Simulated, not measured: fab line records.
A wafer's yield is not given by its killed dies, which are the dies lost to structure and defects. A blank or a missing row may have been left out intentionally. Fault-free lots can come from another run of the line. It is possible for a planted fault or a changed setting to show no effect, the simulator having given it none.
The tool behind it: which one?	flow ritCmos	Sampling: 14 lots, 42 wafers, 3 of 202 route steps

## WHAT THE GAUGES READ, wafer by wafer
RIT_PWELL_TW_MEAS_10.
lot	measured	on	PWELL_TW
L769	day 1 22:59	filmMetro-01	968 961 961
L770	day 2 03:28	filmMetro-04	971 966 965
L773	day 2 19:25	filmMetro-04	965 966 964
L774	day 3 01:17	filmMetro-04	963 963 958
L775	day 3 06:04	filmMetro-01	961 953 962
L776	day 3 13:29	filmMetro-02	949 941 946
L777	day 3 16:38	filmMetro-02	939 938 940
L778	day 3 19:38	filmMetro-04	958 958 966
L781	day 4 10:41	filmMetro-01	962 962 964
L783	day 4 20:34	filmMetro-04	1139 1131 1135
L784	day 5 03:46	filmMetro-04	950 947 951
L786	day 5 11:55	filmMetro-02	1107 1111 1104
L788	day 5 21:43	filmMetro-04	952 954 955
L792	day 6 18:09	filmMetro-04	957 957 951

RIT_WELLDRIVE_RS_MEAS_02: a four-point-probe measurement.
lot	measured	on	PWELL_RS (ohm/sq)
L769	day 2 04:44	filmMetro-04	427.6 427.7 428.5
L770	day 2 08:44	filmMetro-04	429.3 428.2 428.3
L773	day 3 01:59	filmMetro-04	430.8 430.8 431.5
L774	day 3 06:34	filmMetro-02	429.3 427.9 429.4
L775	day 3 12:14	filmMetro-04	429.1 429.7 429.0
L776	day 3 18:44	filmMetro-04	430.4 430.3 429.7
L777	day 3 21:55	filmMetro-04	430.4 430.0 430.5
L778	day 4 00:55	filmMetro-04	430.6 429.8 431.0
L781	day 4 16:01	filmMetro-02	430.4 429.3 429.6
L783	day 5 02:19	filmMetro-02	317.6 317.2 317.0
L784	day 5 09:02	filmMetro-01	430.2 430.7 430.7
L786	day 5 18:12	filmMetro-02	317.1 316.8 316.3
L788	day 6 02:59	filmMetro-02	431.2 431.3 431.2
L792	day 6 23:25	filmMetro-01	429.1 428.3 428.9

## WHAT TOOL EACH LOT RAN ON (gives the tool, then ch and the chambers of the sampled wafers, and finally the start)
lot	RIT_PWELL_IMPLANT_08
L769	implanter-01 ch 0, day 1 22:42
L770	implanter-01 ch 0, day 2 03:09
L773	implanter-04 ch 0, day 2 19:06
L774	implanter-03 ch 0, day 3 00:58
L775	implanter-04 ch 0, day 3 05:46
L776	implanter-04 ch 0, day 3 13:09
L777	implanter-04 ch 0, day 3 16:20
L778	implanter-03 ch 0, day 3 19:20
L781	implanter-03 ch 0, day 4 10:22
L783	implanter-03 ch 0, day 4 20:17
L784	implanter-01 ch 0, day 5 03:27
L786	implanter-03 ch 0, day 5 11:35
L788	implanter-04 ch 0, day 5 21:24
L792	implanter-04 ch 0, day 6 17:50
- RIT_PWELL_IMPLANT_08

## AS READ BY THE TOOLS THEMSELVES (means over the sampled wafers that have a number; for cases with no such wafer, the mark the record gives instead)
RIT_PWELL_IMPLANT_08.
lot	tool	beamOnS (s)	doseIonsCm2	faradayCurrentUA
L769	implanter-01	10.03	7.003e+13	221
L770	implanter-01	9.89	6.992e+13	224
L773	implanter-04	10.02	7.000e+13	221
L774	implanter-03	10.00	7.002e+13	222
L775	implanter-04	9.99	6.996e+13	222
L776	implanter-04	10.02	6.997e+13	222
L777	implanter-04	9.75	7.001e+13	227
L778	implanter-03	9.81	7.001e+13	226
L781	implanter-03	9.89	7.009e+13	224
L783	implanter-03	9.84	1.144e+14	368
L784	implanter-01	10.15	6.997e+13	218
L786	implanter-03	10.16	1.143e+14	356
L788	implanter-04	9.93	7.001e+13	223
L792	implanter-04	9.88	6.991e+13	224

## THE ANSWER, worked out from the rows above alone
Rule: the lots themselves supply what counts as usual. The widest of any qualifying gaps counts: lots, ordered by their means at a reading, are off when they make up no more than a third of the lots, leave a main group of 4 or more, and stand apart from it by 3 or more times the standard deviation of that group's means. A main group is skipped when, at the precision printed for the reading in the tables above, its means are all equal. Also off: a lot with no number at a reading for which 4 or more lots have one. All remaining lots with rows at the step are treated as sound. First the gauges in route order, then the tools' own readings, where a lot's mean is used as printed above. At the first step where some lot is off, the reading lying furthest off is the one used; lots without a number count as furthest.
Off: at RIT_PWELL_TW_MEAS_10 (PWELL_TW), L783, L786. Main group: mean 957, sd 8.2.
A tool fits if, at a process step before that reading, it ran every lot that is off, and no sound lot after the first of them. Not tried: the gauges at RIT_PWELL_TW_MEAS_10; whatever is off there is also off at RIT_PWELL_IMPLANT_08, on other tools, and gauge error can't account for it. One fits: RIT_PWELL_IMPLANT_08 on implanter-03. Its last sound lot is L781 (day 4 10:22), its first lot that is off L783 (day 4 20:17): a fault that began between those two fits.
The tool's own readings at RIT_PWELL_IMPLANT_08 bear it out: on the lots that are off they differ by more than 5 times the standard deviation of the sound lots' means. doseIonsCm2 reads 1.144e+14 there against 6.999e+13 on the sound lots; faradayCurrentUA reads 362 there against 223 on the sound lots.

## WHAT HAD BEEN PUT IN BY THE SIMULATOR
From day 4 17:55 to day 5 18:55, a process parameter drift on implanter-03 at RIT_PWELL_IMPLANT_08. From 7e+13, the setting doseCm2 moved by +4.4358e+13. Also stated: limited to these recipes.
Shown lots that were struck: L783, L786. The rule above found the same.
